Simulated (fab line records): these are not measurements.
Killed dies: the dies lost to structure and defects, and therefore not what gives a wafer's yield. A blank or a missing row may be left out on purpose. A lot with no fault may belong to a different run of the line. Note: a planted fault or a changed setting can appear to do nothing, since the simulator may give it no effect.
A lot that was struck, set against a sound lot | flow rit cmos | 43 out of 202 route steps
Sound: wafers L575.1, L575.3, L575.4. Struck: wafers L584.1, L584.5, L584.6. The cause is given at the end.
Per side, at each step with rows, come the tool, then ch with its chambers, and then its first start. Under that, the readings that differ: sound wafers | struck wafers | difference of the means | sigmas: that difference in standard deviations of wafers without a fault.
alike: same words and numbers on both sides, and readings whose means sit less than 2 such deviations apart. not compared: any withheld reading, any reading some wafer has no value for, any bound like >300 that may hide the same value, and any number with overlapping values for which the record gives no deviation.
Wherever a step has rows on one side only, a row that says differs or no value, or a row with sigmas, the two part there. Numbers that don't overlap but have no deviation are shown without sigmas and don't part them. A reading that every wafer of one side lacks parts them only if that side has two wafers or more.

first, 4 steps without rows for these wafers: RIT_ACTIVE_SOFTBAKE_07 (time 60 s); RIT_ACTIVE_EXPOSE_08 (exposes mask M1, target cd 1400 nm); RIT_ACTIVE_PEB_09; RIT_ACTIVE_DEVELOP_10 (develop time 50 s).
RIT_ACTIVE_CD_MEAS_11: target cd 1400 nm.
  sound: cd sem-02 at day 2 05:34; struck: cd sem-02 at day 4 02:26
  alike: cd nm
then, 1 step without rows for these wafers: RIT_ACTIVE_HARDBAKE_12 (time 60 s).
RIT_ACTIVE_ETCH_13: etches Si3N4 in SF6, stops on SiO2, time 210 s, target depth 210 nm.
  sound on rie diel-01 ch 0,1,2, day 2 05:50; struck on rie diel-02 ch 1,2,3, day 4 02:43
  alike: chamber pressure mTorr, drypump motor current A, oes product au, rf fwd power W, throttle valve pct
  not compared: rf hours counter h
RIT_ACTIVE_STRIP_14: strips in O2, time 180 s.
  sound on plasma asher-04 ch 0,1, day 2 05:58; struck on plasma asher-04 ch 0,1, day 4 02:50
  alike: chamber pressure mTorr, drypump motor current A
  not compared: rf hours counter h
RIT_ACTIVE_CD_MEAS_90: target cd 1400 nm.
  sound: cd sem-01 at day 2 06:08; struck: cd sem-01 at day 4 03:01
  alike: cd nm
then, 3 steps without rows for these wafers: RIT_ACTIVE_CLEAN_15 (cleans in SC1, time 600 s); RIT_ACTIVE_CLEAN_16 (cleans in dHF, time 30 s); RIT_ACTIVE_CLEAN_17 (cleans in SC2, time 600 s).
RIT_FOX1_OXIDATION_00: target thk 350.7 nm, ox time 1130 s.
  sound on furnace-03 ch 0, day 2 06:56; struck on furnace-04 ch 0, day 4 03:31
  alike: spike tc source C, zone power centre pct
RIT_FOX1_THK_MEAS_01:
  sound: film metro-02 at day 2 08:15; struck: film metro-02 at day 4 04:49
  alike: FOX1_OXIDE_THK
then, 2 steps without rows for these wafers: RIT_FOX1_WET_ETCH_02 (etches SiO2 in BOE, target depth 350 nm, time 390 s); RIT_FOX2_OXIDATION_00 (target thk 350.7 nm, ox time 1130 s).
RIT_FOX2_THK_MEAS_01:
  sound: film metro-02 at day 2 09:49; struck: film metro-02 at day 4 06:19
  alike: FOX2_OXIDE_THK
then, 2 steps without rows for these wafers: RIT_FOX2_CLEAN_02 (cleans in dHF, time 180 s); RIT_FOX2_WET_ETCH_03 (etches Si3N4 in H3PO4, target depth 195 nm, time 2700 s).
RIT_FOX2_THK_MEAS_90:
  sound: film metro-02 at day 2 10:41; struck: film metro-02 at day 4 07:11
  alike: FIELD_OXIDE_LEFT_1_THK
then, 6 steps without rows for these wafers: RIT_NWELL_HMDS_00 (prime time 60 s); RIT_NWELL_COAT_01 (resist thk 1300 nm); RIT_NWELL_SOFTBAKE_02 (time 60 s); RIT_NWELL_EXPOSE_03 (exposes mask M2, target cd 43900 nm); RIT_NWELL_PEB_04; RIT_NWELL_DEVELOP_05 (develop time 68 s).
RIT_NWELL_OVL_MEAS_06:
  sound: overlay-01 at day 2 11:38; struck: overlay-02 at day 4 08:16
  alike: NWELL_OVL
then, 2 steps without rows for these wafers: RIT_NWELL_HARDBAKE_07 (time 120 s); RIT_NWELL_IMPLANT_08.
RIT_NWELL_STRIP_09: strips in O2, time 180 s.
  sound on plasma asher-03 ch 0,1, day 2 12:04; struck on plasma asher-03 ch 0,1, day 4 08:42
  alike: chamber pressure mTorr, drypump motor current A
  not compared: rf hours counter h
RIT_NWELL_TW_MEAS_10:
  sound: film metro-03 at day 2 12:14; struck: film metro-02 at day 4 08:52
  alike: NWELL_TW
then, 6 steps without rows for these wafers: RIT_PWELL_HMDS_00 (prime time 60 s); RIT_PWELL_COAT_01 (resist thk 1300 nm); RIT_PWELL_SOFTBAKE_02 (time 60 s); RIT_PWELL_EXPOSE_03 (exposes mask M3, target cd 43700 nm); RIT_PWELL_PEB_04; RIT_PWELL_DEVELOP_05 (develop time 68 s).
RIT_PWELL_OVL_MEAS_06:
  sound: overlay-02 at day 2 13:19; struck: overlay-01 at day 4 10:05
  alike: PWELL_OVL
then, 2 steps without rows for these wafers: RIT_PWELL_HARDBAKE_07 (time 120 s); RIT_PWELL_IMPLANT_08.
RIT_PWELL_STRIP_09: strips in O2, time 180 s.
  sound on plasma asher-04 ch 0,1, day 2 13:44; struck on plasma asher-02 ch 0,1, day 4 10:31
  alike: chamber pressure mTorr, drypump motor current A
  not compared: rf hours counter h
RIT_PWELL_TW_MEAS_10:
  sound: film metro-04 at day 2 13:55; struck: film metro-02 at day 4 10:42
  alike: PWELL_TW
RIT_M1_PROBE_99:
  sound: prober-01 at day 4 03:04; struck: prober-02 at day 5 20:42
  reading                                      | sound                | struck               | difference | sigmas
  model.etest.diode nwell sub.leak log10 a cm2 | -7.655 -7.429 -7.252 | -6.936 -7.025 -6.637 | +0.579     |
  model.etest.pmos_0p15.gate bv v (V)          | 4.789 4.688 4.685    | 4.604 4.622 4.637    | -0.100     |
  model.etest.nmos_0p15.gate bv v (V)          | 4.894 4.769 4.8      | 4.728 4.71 4.713     | -0.104     |
  model.etest.nmos_0p3.bv v (V)                | 5.556 5.493 5.53     | 5.467 5.446 5.445    | -0.074     |
  model.etest.nmos_0p15.bv v (V)               | 5.556 5.493 5.53     | 5.467 5.446 5.445    | -0.074     |
  alike: killed at contacts, killed at front end, killed dies, killed on rim, killed open, killed short

== WHERE THEY PART ==
Nowhere in this record.

WHY: what had been put in by the simulator
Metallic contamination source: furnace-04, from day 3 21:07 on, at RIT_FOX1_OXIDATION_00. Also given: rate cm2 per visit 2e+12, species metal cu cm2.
